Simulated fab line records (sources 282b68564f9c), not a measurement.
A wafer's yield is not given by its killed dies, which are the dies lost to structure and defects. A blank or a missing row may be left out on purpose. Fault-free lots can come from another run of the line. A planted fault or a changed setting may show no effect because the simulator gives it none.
A lot that was struck, set against a sound lot / flow rit_cmos / 17 steps out of a route of 202
Sound: the wafers L363.3, L363.5, L363.6. Wafers struck: L368.3, L368.4, L368.6. The cause comes at the end.
Per side, at each step with rows, come the tool, then ch with its chambers, and then its first start. Under that, the readings that differ: sound wafers / struck wafers / difference of the means / sigmas: that difference in standard deviations of wafers without a fault.
alike: same words and numbers on both sides, and readings whose means sit less than 2 such deviations apart. not compared: any withheld reading, any reading some wafer has no value for, any bound like >300 that may hide the same value, and any number with overlapping values for which the record gives no deviation.
The two part at a step that has a row with sigmas, a row that says differs or no value, or rows on one side only. Numbers that have no deviation but don't overlap get no sigmas and don't part them. Lack of a reading on every wafer of one side parts them only where that side has two or more wafers.

first, 1 step without rows for these wafers: RIT_PRETRO_DEVELOP_05 (develop time 68 s).
RIT_PRETRO_OVL_MEAS_06:
  sound on overlay-02, day 2 22:31; struck on overlay-01, day 3 19:17
  alike: PRETRO_OVL
then, 2 steps without rows for these wafers: RIT_PRETRO_HARDBAKE_07 (time 120 s); RIT_PRETRO_IMPLANT_08.
RIT_PRETRO_STRIP_09: strips in O2, time 180 s.
  sound on plasma_asher-01 ch 0,1, day 2 23:01; struck on plasma_asher-04 ch 0,1, day 3 19:46
  alike: drypump_motor_current_A, rf_refl_power_W
  not compared: rf_hours_counter_h
RIT_PRETRO_TW_MEAS_10:
  sound on film_metro-02, day 2 23:10; struck on film_metro-02, day 3 19:54
  alike: PRETRO_TW
then, 5 steps without rows for these wafers: RIT_GATE_WET_ETCH_00 (etches SiO2 in BOE, target depth 56 nm, time 60 s); RIT_GATE_CLEAN_01 (cleans in SC1, time 600 s); RIT_GATE_CLEAN_02 (cleans in dHF, time 30 s); RIT_GATE_CLEAN_03 (cleans in SC2, time 600 s); RIT_GATE_CLEAN_04 (cleans in dHF, time 60 s).
RIT_FOX2_THK_MEAS_91:
  sound on film_metro-03, day 2 23:38; struck on film_metro-03, day 3 20:24
  alike: FIELD_OXIDE_LEFT_2_THK
RIT_GATE_OXIDATION_05: target thk 3 nm, ox time 270 s.
  sound on furnace-01 ch 0, day 2 23:41; struck on furnace-01 ch 0, day 3 21:41
reading=spike_tc_centre_C (C); sound=903.4 902.6 901.8; struck=918.8 916.3 916.8; difference=+14.7; sigmas=+16
reading=spike_tc_load_C (C); sound=926.3 926.1 925.6; struck=939.6 941.9 941.5; difference=+15.0; sigmas=+6
reading=spike_tc_source_C (C); sound=924.1 923.4 925.0; struck=938.5 938.7 938.2; difference=+14.3; sigmas=+5
reading=tube_center_temp_C (C); sound=899.8 899.97 900.01; struck=914.91 915.03 914.97; difference=+15.04; sigmas=+99 or more
reading=tube_center_temp_C_max; sound=902.1 902.2 902.4; struck=917.0 916.9 917.3; difference=+14.8; sigmas=+39
reading=zone_power_load_pct (%); sound=27.5 27.5 27.5; struck=28.4 29.4 28.2; difference=+1.2; sigmas=+2
reading=model.SiO2_of_GATE_OXIDATION_05.thk_nm (nm); sound=3.148 3.053 3.123; struck=3.678 3.645 3.671; difference=+0.557; sigmas=
then, 1 step without rows for these wafers: RIT_GATE_ANNEAL_06 (time 600 s).
RIT_GATE_THK_MEAS_07:
  sound on film_metro-01, day 3 01:58; struck on film_metro-04, day 4 01:12
reading=GATE_OXIDE_THK (nm); sound=3.14 3.07 3.17; struck=3.67 3.60 3.64; difference=+0.51; sigmas=+7
then, 1 step without rows for these wafers: RIT_GATE_CVD_08 (deposits poly-Si from SiH4, target thk 250 nm, time 2220 s).
RIT_M1_PROBE_99:
  sound on prober-02, day 4 02:23; struck on prober-01, day 5 01:31
reading=model.etest.pmos_0p3.r_on_ohm_um; sound=6552 6368 6508; struck=7581 7643 7626; difference=+1141; sigmas=
reading=model.etest.pmos_turned.r_on_ohm_um; sound=3454 3403 3497; struck=3987 4086 4042; difference=+587; sigmas=
reading=model.etest.pmos_0p15.r_on_ohm_um; sound=2811 2766 2819; struck=3184 3356 3260; difference=+468; sigmas=
reading=model.etest.nmos_0p3.r_on_ohm_um; sound=2242 2173 2220; struck=2484 2569 2504; difference=+307; sigmas=
reading=model.etest.nmos_0p15.r_on_ohm_um; sound=1182 1135 1159; struck=1196 1332 1231; difference=+94; sigmas=
reading=model.etest.nmos_0p15.drive_ua_um; sound=452.6 458.8 450.5; struck=390.4 384.3 387.4; difference=-66.6; sigmas=
reading=model.etest.nmos_narrow.drive_ua_um; sound=218.2 222.1 218.2; struck=173.2 176.5 174.4; difference=-44.8; sigmas=
reading=model.etest.nmos_0p3.drive_ua_um; sound=215.2 222.5 216.5; struck=170.1 174.1 170.8; difference=-46.4; sigmas=
  alike: killed_at_contacts, killed_at_front_end, killed_dies, killed_open, killed_short

WHERE THEY PART
First at RIT_GATE_OXIDATION_05; last, within this record, at RIT_GATE_THK_MEAS_07. Later steps at which nothing parts them and some readings are alike: RIT_M1_PROBE_99.

WHY: whatever the simulator had introduced
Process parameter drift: furnace-01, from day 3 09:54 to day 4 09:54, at RIT_GATE_OXIDATION_05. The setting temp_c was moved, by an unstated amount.
